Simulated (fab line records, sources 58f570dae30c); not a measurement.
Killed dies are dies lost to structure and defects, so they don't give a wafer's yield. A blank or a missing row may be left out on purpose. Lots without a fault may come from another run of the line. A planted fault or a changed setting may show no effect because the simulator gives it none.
Problem report in the 8D (eight disciplines) form, filled by code | flow berkeley_cmos170 | the parts of the form that need people (team, actions taken, sign-off) are left out

1. THE PROBLEM
oes_product_au at UCB170_M1_METAL_ETCH_12 reads a mean of 0.919 a.u. on 2 wafers of 2 lots; wafers without a fault read 0.851 a.u. with a standard deviation of 0.011. That is +6.1 standard deviations from the usual mean.
The step: etches Al in Cl2/BCl3, stops on PSG, target depth 780 nm, time 130 s.
First seen on wafer L543.5, day 11 03:37, on rie_metal-04. The record holds 42 wafers of 14 lots with a number at this step. Rule for "out", or "out of limits": more than 4 standard deviations from the usual mean. The other wafers with a number count as sound.

2. WHAT IT IS AND WHAT IT IS NOT
question                    | is                | is not
which readings at this step | oes_product_au    | drypump_motor_current_A, throttle_valve_pct
which lots                  | L541, L543        | L526, L529, L530, L531, L532, L533, L534, L537, L538, L544, L545, L546
which wafers of those lots  | L541.6, L543.5    | L541.1, L541.5, L543.2, L543.4
read on which tools         | rie_metal-04      | rie_metal-01, rie_metal-02
when                        | from day 11 03:37 | up to then (32 sound wafers); but 8 sound wafers of L541, L545, L546 came after

3. SUSPECTS, AND WHAT RULES EACH OUT
Counting: a tool at a process step up to the reading stays a suspect if it ran every lot that is out. Sound lots after the first of them don't rule it out here, since some wafers of a struck lot are sound.
- rie_metal-04 at UCB170_M1_METAL_ETCH_12 (etches Al in Cl2/BCl3, stops on PSG, target depth 780 nm, time 130 s): kept. It ran every lot that is out, first L543 (day 11 03:37); its last sound lot up to then is L538 (day 9 23:55). Its own readings are out on those wafers: oes_product_au.
- Within rie_metal-04 at UCB170_M1_METAL_ETCH_12: the wafers that are out ran in chamber 0; their sound lot-mates ran in chamber 1.
Left after counting: rie_metal-04 at UCB170_M1_METAL_ETCH_12.

4. THE CAUSE (what the simulator had put in)
Process parameter drift: rie_metal-04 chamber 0, from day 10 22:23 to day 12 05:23, at UCB170_M1_METAL_ETCH_12. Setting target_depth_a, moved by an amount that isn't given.
Counting left only this tool.

5. THE CHAIN OF EFFECTS, in route order
Each row: a reading whose mean over the struck wafers that have a number lies more than 3 standard deviations from the usual. Only readings for which the record gives a usual standard deviation are gone through. hours: the time from each lot's start at the first step in this table that gives one to its start at this step, as a median over the lots. sigmas: the change in usual standard deviations.
hours | step                    | reading        | usual      | on struck wafers | change | sigmas
0     | UCB170_M1_METAL_ETCH_12 | oes_product_au | 0.851 a.u. | 0.919            | +0.068 | +6.1
The process steps in it:
- UCB170_M1_METAL_ETCH_12: etches Al in Cl2/BCl3, stops on PSG, target depth 780 nm, time 130 s.
Later measuring or inspecting steps at which every struck wafer that the step has a row for has a number for every such reading, and none has moved that far: UCB170_V1_THK_MEAS_01.

6. WHAT WOULD HAVE CAUGHT IT SOONER
In this record the first reading out of limits was taken at day 11 03:37, 5 hours after the fault began at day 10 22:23.
